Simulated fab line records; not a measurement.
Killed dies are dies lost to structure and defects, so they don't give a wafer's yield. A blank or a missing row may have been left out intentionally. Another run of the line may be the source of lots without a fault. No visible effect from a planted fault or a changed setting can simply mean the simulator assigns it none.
Which tool was responsible? | flow berkeley-cmos170 | Sampling: 14 lots, 42 wafers, 3 of 331 route steps

== WHAT THE GAUGES SHOWED, per wafer ==
UCB170_V2_BOW_MEAS_03.
lot  | measured     | on            | V2_BOW (um)
L410 | day 8 16:10  | film-metro-04 | 27 27 35
L413 | day 9 12:13  | film-metro-04 | 37 36 37
L412 | day 9 12:38  | film-metro-03 | 31 36 40
L414 | day 9 14:56  | film-metro-04 | 21 33 33
L417 | day 9 21:16  | film-metro-01 | 41 46 38
L418 | day 11 07:40 | film-metro-03 | 42 29 29
L420 | day 11 09:21 | film-metro-01 | 37 36 22
L421 | day 11 10:43 | film-metro-01 | 23 26 35
L424 | day 12 17:10 | film-metro-03 | 34 40 39
L427 | day 13 00:02 | film-metro-04 | 35 37 46
L431 | day 14 02:16 | film-metro-03 | 43 33 31
L433 | day 14 11:56 | film-metro-01 | 36 38 29
L428 | day 14 12:53 | film-metro-04 | 43 38 37
L430 | day 14 12:58 | film-metro-03 | 41 35 42

UCB170_V2_CD_MEAS_12: target cd 700 nm.
lot  | measured     | on        | cd-nm (nm)
L410 | day 8 17:41  | cd-sem-01 | 696.7 697.9 697.5
L413 | day 9 13:46  | cd-sem-02 | 700.3 699.7 701.0
L412 | day 9 13:58  | cd-sem-01 | 700.1 700.5 700.1
L414 | day 9 16:37  | cd-sem-02 | 698.2 698.3 699.7
L417 | day 9 22:43  | cd-sem-01 | 698.7 698.9 699.0
L418 | day 11 09:09 | cd-sem-01 | 699.8 700.0 700.4
L420 | day 11 10:45 | cd-sem-01 | 700.1 700.0 700.7
L421 | day 11 12:28 | cd-sem-01 | 699.6 700.1 699.5
L424 | day 12 18:41 | cd-sem-01 | 701.3 701.4 700.4
L427 | day 13 02:21 | cd-sem-02 | 698.1 696.3 698.0
L431 | day 14 03:52 | cd-sem-02 | 700.4 700.7 701.2
L433 | day 14 13:20 | cd-sem-02 | 699.4 699.2 698.3
L428 | day 14 14:38 | cd-sem-02 | 700.2 698.6 697.9
L430 | day 14 15:25 | cd-sem-01 | 701.6 700.9 700.6

== TOOL THAT RAN EACH LOT (tool first, then ch and the chambers of the sampled wafers, then the start) ==
lot  | UCB170_CONTACT_RTA_08
L410 | rtp-anneal-01 ch 0, day 8 02:56
L413 | rtp-anneal-02 ch 0, day 8 23:01
L412 | rtp-anneal-01 ch 0, day 8 23:32
L414 | rtp-anneal-02 ch 0, day 9 03:41
L417 | rtp-anneal-01 ch 0, day 9 10:53
L418 | rtp-anneal-02 ch 0, day 10 20:59
L420 | rtp-anneal-02 ch 0, day 10 22:14
L421 | rtp-anneal-02 ch 0, day 10 22:40
L424 | rtp-anneal-02 ch 0, day 12 04:13
L427 | rtp-anneal-01 ch 0, day 12 13:02
L431 | rtp-anneal-01 ch 0, day 13 14:54
L433 | rtp-anneal-01 ch 0, day 13 22:18
L428 | rtp-anneal-02 ch 0, day 13 22:25
L430 | rtp-anneal-01 ch 0, day 13 22:46
- UCB170_CONTACT_RTA_08: time 10 s.

== WHAT THE TOOLS THEMSELVES READ (means of the sampled wafers that have a number; where no wafer has one, the mark that the record gives instead) ==
UCB170_CONTACT_RTA_08.
lot  | tool          | lamp-power-pct (%) | wafer_temp_C_max
L410 | rtp-anneal-01 | 24.61              | 909.7
L413 | rtp-anneal-02 | 24.39              | 902.9
L412 | rtp-anneal-01 | 24.61              | 908.5
L414 | rtp-anneal-02 | 24.40              | 902.2
L417 | rtp-anneal-01 | 24.61              | 907.7
L418 | rtp-anneal-02 | 24.39              | 903.4
L420 | rtp-anneal-02 | 24.39              | 902.8
L421 | rtp-anneal-02 | 24.39              | 903.2
L424 | rtp-anneal-02 | 24.40              | 902.1
L427 | rtp-anneal-01 | 24.59              | 908.0
L431 | rtp-anneal-01 | 24.61              | 909.1
L433 | rtp-anneal-01 | 24.63              | 908.8
L428 | rtp-anneal-02 | 24.39              | 902.7
L430 | rtp-anneal-01 | 24.61              | 908.0

== THE ANSWER, worked out from the rows above alone ==
Rule: what is usual is taken from the lots themselves. Put in order of their means at a reading, lots are off if they are a third of the lots or fewer, leave a main group of 4 or more, and stand apart from it by a gap of 3 or more times the standard deviation of the main group's means; of several such gaps the widest counts. Not used: any main group whose means are identical at the precision the tables above print for the reading. A lot without any number at a reading at which 4 lots or more have one is off too. All remaining lots with rows at the step are treated as sound. First the gauges in route order, then the tools' own readings, where a lot's mean is used as printed above. The first step at which some lot is off is used, and at that step the reading that is off furthest; a lot without a number counts as furthest.
Across all readings shown, no lot is off: no conclusion can be drawn from this.

== WHAT THE SIMULATOR PUT IN ==
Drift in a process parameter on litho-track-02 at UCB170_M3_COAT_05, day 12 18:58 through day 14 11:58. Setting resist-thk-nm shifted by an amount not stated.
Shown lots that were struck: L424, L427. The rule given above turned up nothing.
